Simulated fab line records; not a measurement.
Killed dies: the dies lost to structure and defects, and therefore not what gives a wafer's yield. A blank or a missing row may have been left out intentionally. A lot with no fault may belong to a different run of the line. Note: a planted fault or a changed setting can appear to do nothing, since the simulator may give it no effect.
fab line records | flow berkeleyCmos170
record: lots: 14 | wafers: 42 | lastDay: 12
route steps=331 shown NWELL@19 V1@258 V2@302 M3@324
lots that met no fault: from a run of the same line without faults
startH: hours from the record's first day to the start of the lot's first wafer shown | waitH: hours from the lot's prior step to this one | " unchanged from the row above | L1.1+2: one row covering several wafers at once | - either no value or no given start | * or withheld: withheld | < > ~ a bound
route shown NAME@n: NAME is a module with steps in the file, n the number in the route of the first one | usual: mean and standard deviation over wafers with no fault | same: alike in all rows | chamber/n: place in a boat | sites: each site's reading | _std_site: how widely they spread, as a standard deviation | _edge_site: the outer-site mean with the inner-site mean subtracted | radiusMm: how far each site lies from the wafer's centre | mask NAME#n: copy n | behind: tool/chamber where the wafer was last shaped | hold: why the lot was held/for how many hours/how that ended | device: which transistor (n, p or np) failed to switch | end of line: tests of these same wafers at the route's end | a step given without rows: its recipe and nothing more | killed: not the wafer's yield, but the dies lost to structure and defects at the first sort | map: shows each die of a wafer: x if killed, . if not, _ if none is there
set.NAME: the run value of the setting; set.NAME@STEP: its run value at that earlier step | model.NAME: the simulator's own value behind a step, which no gauge read
a sample of lots followed through the steps of the route, with each step as a table and each wafer as a row
== steps ==
step: UCB170_NWELL_THK_MEAS_05
recipe: reads: Si3N4_of_NWELL_CVD_04
usual: NWELL_NITRIDE_THK: 224.6/2.3
lot.wafer | tool         | chamber | startH | waitH | NWELL_NITRIDE_THK[nm]
L814.1    | filmMetro-03 | -       | 28.86  | 0.0   | 222.7
L814.3    | "            | -       | "      | "     | 220.3
L814.6    | "            | -       | "      | "     | 221.0
L815.2    | filmMetro-01 | -       | 35.17  | 0.0   | 226.4
L815.4    | "            | -       | "      | "     | 226.7
L815.6    | "            | -       | "      | "     | 225.9
L816.4    | filmMetro-03 | -       | 35.19  | 0.0   | 223.9
L816.5    | "            | -       | "      | "     | 223.8
L816.6    | "            | -       | "      | "     | 226.2
L817.2    | filmMetro-01 | -       | 41.26  | 0.0   | 225.2
L817.3    | "            | -       | "      | "     | 225.8
L817.5    | "            | -       | "      | "     | 224.2
L819.3    | filmMetro-02 | -       | 48.70  | 0.0   | 221.4
L819.5    | "            | -       | "      | "     | 222.4
L819.6    | "            | -       | "      | "     | 221.6
L820.2    | filmMetro-03 | -       | 58.23  | 0.0   | 223.7
L820.3    | "            | -       | "      | "     | 225.8
L820.4    | "            | -       | "      | "     | 223.3
L826.1    | filmMetro-03 | -       | 89.00  | 0.0   | 226.5
L826.4    | "            | -       | "      | "     | 224.8
L826.5    | "            | -       | "      | "     | 227.1
L830.1    | filmMetro-01 | -       | 113.68 | 0.0   | 226.9
L830.3    | "            | -       | "      | "     | 226.4
L830.5    | "            | -       | "      | "     | 227.0
L831.2    | filmMetro-02 | -       | 121.54 | 0.0   | 223.3
L831.3    | "            | -       | "      | "     | 224.7
L831.4    | "            | -       | "      | "     | 224.8
L832.2    | filmMetro-03 | -       | 127.64 | 0.0   | 223.1
L832.3    | "            | -       | "      | "     | 223.7
L832.5    | "            | -       | "      | "     | 225.1
L833.2    | filmMetro-02 | -       | 127.64 | 0.0   | 225.0
L833.3    | "            | -       | "      | "     | 222.6
L833.4    | "            | -       | "      | "     | 224.0
L834.1    | filmMetro-03 | -       | 132.18 | 0.0   | 225.0
L834.2    | "            | -       | "      | "     | 222.4
L834.4    | "            | -       | "      | "     | 223.5
L835.2    | filmMetro-03 | -       | 135.94 | 0.0   | 230.2
L835.3    | "            | -       | "      | "     | 226.6
L835.6    | "            | -       | "      | "     | 228.7
L837.1    | filmMetro-03 | -       | 145.38 | 0.0   | 221.9
L837.3    | "            | -       | "      | "     | 221.9
L837.5    | "            | -       | "      | "     | 220.0
step: UCB170_V1_THK_MEAS_04
recipe: reads: SiO2_of_V1_CVD_00
usual: V1_POLISHED_THK: 1000.0/1.2
lot.wafer | tool         | chamber | startH | waitH | V1_POLISHED_THK[nm]
L814.1    | filmMetro-01 | -       | 152.03 | 0.1   | 999.8
L814.3    | "            | -       | "      | "     | 1001.5
L814.6    | "            | -       | "      | "     | 998.1
L816.4    | filmMetro-02 | -       | 152.04 | 0.1   | 998.1
L816.5    | "            | -       | "      | "     | 1001.7
L816.6    | "            | -       | "      | "     | 999.1
L815.2    | filmMetro-03 | -       | 152.32 | 0.1   | 1000.9
L815.4    | "            | -       | "      | "     | 1000.0
L815.6    | "            | -       | "      | "     | 1000.8
L817.2    | filmMetro-03 | -       | 160.35 | 0.1   | 999.9
L817.3    | "            | -       | "      | "     | 999.4
L817.5    | "            | -       | "      | "     | 1002.4
L819.3    | filmMetro-01 | -       | 172.72 | 0.1   | 999.8
L819.5    | "            | -       | "      | "     | 999.8
L819.6    | "            | -       | "      | "     | 999.4
L820.2    | filmMetro-03 | -       | 176.84 | 0.1   | 999.6
L820.3    | "            | -       | "      | "     | 1000.2
L820.4    | "            | -       | "      | "     | 1000.0
L826.1    | filmMetro-03 | -       | 217.57 | 0.1   | 1000.3
L826.4    | "            | -       | "      | "     | 999.5
L826.5    | "            | -       | "      | "     | 999.6
L830.1    | filmMetro-03 | -       | 237.93 | 0.1   | 1000.6
L830.3    | "            | -       | "      | "     | 998.1
L830.5    | "            | -       | "      | "     | 999.7
L831.2    | filmMetro-03 | -       | 252.86 | 0.1   | 1002.2
L831.3    | "            | -       | "      | "     | 1000.9
L831.4    | "            | -       | "      | "     | 1001.7
L832.2    | filmMetro-02 | -       | 252.87 | 0.1   | 1000.3
L832.3    | "            | -       | "      | "     | 999.6
L832.5    | "            | -       | "      | "     | 997.4
L833.2    | filmMetro-03 | -       | 253.17 | 0.1   | 998.2
L833.3    | "            | -       | "      | "     | 1000.7
L833.4    | "            | -       | "      | "     | 998.7
L834.1    | filmMetro-01 | -       | 259.73 | 0.1   | 998.9
L834.2    | "            | -       | "      | "     | 999.6
L834.4    | "            | -       | "      | "     | 999.1
L835.2    | filmMetro-03 | -       | 259.74 | 0.1   | 999.9
L835.3    | "            | -       | "      | "     | 1000.7
L835.6    | "            | -       | "      | "     | 1000.2
L837.1    | filmMetro-03 | -       | 279.42 | 0.1   | 1001.2
L837.3    | "            | -       | "      | "     | 1000.6
L837.5    | "            | -       | "      | "     | 999.6
step: UCB170_V2_PEB_10
recipe: pebTempC: 130 | pebTimeS: withheld | resist: KrF
usual: heaterPowerTotalW: 56.80/0.047 | plateTempC: 129.96/0.13
lot.wafer | tool          | chamber | startH | waitH | heaterPowerTotalW | plateTempC
L816.4    | lithoTrack-04 | 0       | 158.58 | 0.1   | 56.82             | 129.92
L816.5    | "             | 0       | "      | "     | 56.72             | 129.92
L816.6    | "             | 0       | "      | "     | 56.72             | 129.96
L814.1    | lithoTrack-04 | 0       | 159.13 | 0.1   | 56.83             | 130.06
L814.3    | "             | 0       | "      | "     | 56.77             | 130.22
L814.6    | "             | 0       | "      | "     | 56.81             | 130.17
L815.2    | lithoTrack-02 | 0       | 159.61 | 0.1   | 56.79             | 130.14
L815.4    | "             | 0       | "      | "     | 56.84             | 129.96
L815.6    | "             | 0       | "      | "     | 56.77             | 129.90
L817.2    | lithoTrack-04 | 0       | 166.40 | 0.1   | 59.57             | 134.79
L817.3    | "             | 0       | "      | "     | 59.45             | 134.61
L817.5    | "             | 0       | "      | "     | 59.52             | 134.81
L819.3    | lithoTrack-04 | 0       | 180.57 | 0.1   | 59.51             | 134.56
L819.5    | "             | 0       | "      | "     | 59.49             | 134.68
L819.6    | "             | 0       | "      | "     | 59.44             | 134.40
L820.2    | lithoTrack-03 | 0       | 184.95 | 0.7   | 56.79             | 129.75
L820.3    | "             | 0       | "      | "     | 56.76             | 129.81
L820.4    | "             | 0       | "      | "     | 56.76             | 129.84
L826.1    | lithoTrack-02 | 0       | 224.38 | 0.4   | 56.91             | 130.07
L826.4    | "             | 0       | "      | "     | 56.82             | 129.97
L826.5    | "             | 0       | "      | "     | 56.80             | 129.97
L830.1    | lithoTrack-03 | 0       | 244.92 | 0.3   | 56.77             | 130.12
L830.3    | "             | 0       | "      | "     | 56.77             | 130.23
L830.5    | "             | 0       | "      | "     | 56.84             | 130.07
L831.2    | lithoTrack-02 | 0       | 259.19 | 0.4   | 56.79             | 130.04
L831.3    | "             | 0       | "      | "     | 56.81             | 130.08
L831.4    | "             | 0       | "      | "     | 56.81             | 130.12
L832.2    | lithoTrack-02 | 0       | 259.51 | 0.1   | 56.79             | 129.95
L832.3    | "             | 0       | "      | "     | 56.84             | 130.05
L832.5    | "             | 0       | "      | "     | 56.85             | 130.01
L833.2    | lithoTrack-02 | 0       | 259.78 | 0.1   | 56.79             | 129.97
L833.3    | "             | 0       | "      | "     | 56.87             | 129.97
L833.4    | "             | 0       | "      | "     | 56.76             | 129.99
L834.1    | lithoTrack-02 | 0       | 266.41 | 0.2   | 56.89             | 130.17
L834.2    | "             | 0       | "      | "     | 56.83             | 129.99
L834.4    | "             | 0       | "      | "     | 56.79             | 130.12
L835.2    | lithoTrack-03 | 0       | 269.61 | 0.7   | 56.78             | 130.21
L835.3    | "             | 0       | "      | "     | 56.77             | 129.96
L835.6    | "             | 0       | "      | "     | 56.82             | 130.15
L837.1    | lithoTrack-04 | 0       | 287.13 | 0.5   | 56.69             | 129.84
L837.3    | "             | 0       | "      | "     | 56.73             | 129.84
L837.5    | "             | 0       | "      | "     | 56.83             | 129.92
step: UCB170_V2_CD_MEAS_12
recipe: targetCdNm: 700
usual: cdNm: 700.2/1.3
lot.wafer | tool     | chamber | startH | waitH | cdNm
L816.4    | cdSem-01 | -       | 158.84 | -     | 699.9
L816.5    | "        | -       | "      | "     | 700.6
L816.6    | "        | -       | "      | "     | 700.0
L814.1    | cdSem-01 | -       | 159.41 | -     | 700.3
L814.3    | "        | -       | "      | "     | 700.2
L814.6    | "        | -       | "      | "     | 700.3
L815.2    | cdSem-01 | -       | 159.88 | -     | 701.9
L815.4    | "        | -       | "      | "     | 701.4
L815.6    | "        | -       | "      | "     | 701.0
L817.2    | cdSem-01 | -       | 166.67 | -     | 724.5
L817.3    | "        | -       | "      | "     | 725.8
L817.5    | "        | -       | "      | "     | 725.5
L819.3    | cdSem-02 | -       | 180.84 | -     | 722.4
L819.5    | "        | -       | "      | "     | 724.1
L819.6    | "        | -       | "      | "     | 722.8
L820.2    | cdSem-02 | -       | 185.22 | -     | 699.9
L820.3    | "        | -       | "      | "     | 700.5
L820.4    | "        | -       | "      | "     | 699.5
L826.1    | cdSem-02 | -       | 224.77 | -     | 700.5
L826.4    | "        | -       | "      | "     | 700.2
L826.5    | "        | -       | "      | "     | 701.4
L830.1    | cdSem-02 | -       | 245.19 | -     | 701.5
L830.3    | "        | -       | "      | "     | 701.5
L830.5    | "        | -       | "      | "     | 701.6
L831.2    | cdSem-02 | -       | 259.46 | -     | 700.2
L831.3    | "        | -       | "      | "     | 698.3
L831.4    | "        | -       | "      | "     | 699.2
L832.2    | cdSem-01 | -       | 259.78 | -     | 699.3
L832.3    | "        | -       | "      | "     | 698.8
L832.5    | "        | -       | "      | "     | 698.3
L833.2    | cdSem-01 | -       | 260.05 | -     | 700.6
L833.3    | "        | -       | "      | "     | 698.0
L833.4    | "        | -       | "      | "     | 698.5
L834.1    | cdSem-01 | -       | 266.70 | -     | 702.7
L834.2    | "        | -       | "      | "     | 702.5
L834.4    | "        | -       | "      | "     | 701.3
L835.2    | cdSem-02 | -       | 269.88 | -     | 700.0
L835.3    | "        | -       | "      | "     | 699.8
L835.6    | "        | -       | "      | "     | 699.7
L837.1    | cdSem-01 | -       | 287.41 | -     | 700.4
L837.3    | "        | -       | "      | "     | 700.0
L837.5    | "        | -       | "      | "     | 699.5
step: UCB170_M3_CD_MEAS_15
recipe: targetCdNm: 700
usual: cdNm: 700.0/1.7
lot.wafer | tool     | chamber | startH | waitH | cdNm
L816.4    | cdSem-01 | -       | 161.53 | -     | 699.6
L816.5    | "        | -       | "      | "     | 700.1
L816.6    | "        | -       | "      | "     | 700.2
L814.1    | cdSem-01 | -       | 162.13 | -     | 698.7
L814.3    | "        | -       | "      | "     | 696.4
L814.6    | "        | -       | "      | "     | 696.9
L815.2    | cdSem-01 | -       | 162.60 | -     | 700.7
L815.4    | "        | -       | "      | "     | 700.8
L815.6    | "        | -       | "      | "     | 702.4
L817.2    | cdSem-01 | -       | 169.33 | -     | 698.9
L817.3    | "        | -       | "      | "     | 699.0
L817.5    | "        | -       | "      | "     | 699.6
L819.3    | cdSem-02 | -       | 184.45 | -     | 698.2
L819.5    | "        | -       | "      | "     | 699.1
L819.6    | "        | -       | "      | "     | 698.6
L820.2    | cdSem-02 | -       | 188.16 | -     | 698.2
L820.3    | "        | -       | "      | "     | 697.0
L820.4    | "        | -       | "      | "     | 697.7
L826.1    | cdSem-01 | -       | 228.15 | -     | 701.8
L826.4    | "        | -       | "      | "     | 703.6
L826.5    | "        | -       | "      | "     | 703.8
L830.1    | cdSem-01 | -       | 248.27 | -     | 700.9
L830.3    | "        | -       | "      | "     | 699.7
L830.5    | "        | -       | "      | "     | 700.6
L831.2    | cdSem-02 | -       | 262.51 | -     | 700.8
L831.3    | "        | -       | "      | "     | 699.0
L831.4    | "        | -       | "      | "     | 697.9
L832.2    | cdSem-01 | -       | 266.32 | -     | 697.7
L832.3    | "        | -       | "      | "     | 697.6
L832.5    | "        | -       | "      | "     | 698.7
L833.2    | cdSem-01 | -       | 266.60 | -     | 697.9
L833.3    | "        | -       | "      | "     | 699.5
L833.4    | "        | -       | "      | "     | 698.6
L834.1    | cdSem-02 | -       | 269.18 | -     | 699.3
L834.2    | "        | -       | "      | "     | 698.5
L834.4    | "        | -       | "      | "     | 699.6
L835.2    | cdSem-01 | -       | 273.03 | -     | 700.6
L835.3    | "        | -       | "      | "     | 700.9
L835.6    | "        | -       | "      | "     | 700.0
L837.1    | cdSem-02 | -       | 290.56 | -     | 700.6
L837.3    | "        | -       | "      | "     | 699.6
L837.5    | "        | -       | "      | "     | 698.4
== key ==
firstSign: step: UCB170_V2_PEB_10 | reading: heaterPowerTotalW | direction: up | sigmas: 57 | usual: 56.80 | struck: 59.50
effect: step: UCB170_V2_PEB_10 | reading: plateTempC | direction: up | sigmas: 37 | usual: * | struck: *
effect: step: UCB170_V2_CD_MEAS_12 | reading: cdNm | direction: up | sigmas: 19 | usual: 700.2 | struck: 724.2 | through: controlLoop
metAt UCB170_V2_PEB_10
struckLots L817,L819
loopTrim: step: UCB170_V2_EXPOSE_09 | setting: dose | lots: L819
notActingAt UCB170_NWELL_THK_MEAS_05,UCB170_V1_THK_MEAS_04,UCB170_M3_CD_MEAS_15
onsetBetween 159.13 166.40
fault: kind: processParameterDrift | tool: lithoTrack-04 | chamber: - | onsetH: 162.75 | steps: UCB170_V2_PEB_10 | channel: pebTempC | offset: * | shape: step | endH: 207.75 | actsIn: * | stated: *
loopTrim: a control loop set the setting to another value than it would have without faults
